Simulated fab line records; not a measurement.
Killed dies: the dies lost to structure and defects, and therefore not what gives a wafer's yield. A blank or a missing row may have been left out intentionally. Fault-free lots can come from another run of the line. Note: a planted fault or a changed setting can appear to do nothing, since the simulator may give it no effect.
Problem report in the 8D (eight disciplines) form, filled by code    flow ritCmos    the parts of the form that need people (team, actions taken, sign-off) are left out

== 1. THE ISSUE ==
heaterPowerTotalW at RIT_M1_SOFTBAKE_05 reads a mean of 36.83 W on 6 wafers of 2 lots; wafers without a fault read 34.56 W with a standard deviation of 0.044. Measured from the usual mean, that is +52 standard deviations.
The step: time 60 s.
Earliest sighting: wafer L755.2 on lithoTrack-03 at day 5 14:03. At this step, 42 wafers from 14 lots have a number in the record. Rule for "out" (also "out of limits"): further than 4 standard deviations from the usual mean. The rest of the wafers with a number are treated as sound.

== 2. WHAT THIS IS AND IS NOT ==
question                     is                             is not
which readings at this step  heaterPowerTotalW, plateTempC  chillPlateTempC
which lots                   L755, L756                     L744, L745, L746, L747, L749, L757, L760, L762, L763, L764, L766, L767
which wafers of those lots   all that have a number         -
read on which tools          lithoTrack-03                  lithoTrack-02, lithoTrack-04
when                         from day 5 14:03               up to then (15 sound wafers); but 21 sound wafers of L757, L760, L762, L763, L764, L766, L767 came after

== 3. WHAT RULES OUT EACH SUSPECT ==
Counting: a tool stays on the suspect list if, at a process step up to the reading, it processed all lots that are out and no sound lot following the first of them.
- lithoTrack-03 at RIT_M1_SOFTBAKE_05 (time 60 s): kept. Every lot that is out went through it, starting with L755 (day 5 14:03), and after that it ran no sound lot; the last sound lot it ran before then is L749 (day 4 07:35). On those wafers its own readings are out: heaterPowerTotalW, plateTempC.
After counting, what remains is lithoTrack-03 at RIT_M1_SOFTBAKE_05.

== 4. THE CAUSE (what the simulator had put in) ==
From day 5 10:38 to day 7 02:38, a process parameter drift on lithoTrack-03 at RIT_M1_SOFTBAKE_05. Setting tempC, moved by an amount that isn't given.
Only this tool survived the counting.

== 5. THE CHAIN OF EFFECTS, in route order ==
Rows list readings where the struck wafers' mean (over those with a number) sits beyond 3 standard deviations from the usual. Scope: only readings with a usual standard deviation given in the record; hours: median across lots of the time from each lot's start at the first step in this table that gives one to its start at this step; sigmas: change in usual standard deviations.
hours  step                reading            usual    on struck wafers  change  sigmas
0      RIT_M1_SOFTBAKE_05  heaterPowerTotalW  34.56 W  36.83             +2.27   +52
0      RIT_M1_SOFTBAKE_05  plateTempC         90.01 C  94.09             +4.08   +34
Process steps it contains:
- RIT_M1_SOFTBAKE_05: time 60 s.
At these later measuring or inspecting steps, every struck wafer for which the step has a row has a number for every such reading, and none has moved that far: RIT_M1_OVL_MEAS_10.

== 6. HOW IT WOULD HAVE BEEN CAUGHT EARLIER ==
In this record the first reading out of limits was taken at day 5 14:03, 3 hours after the fault began at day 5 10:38.
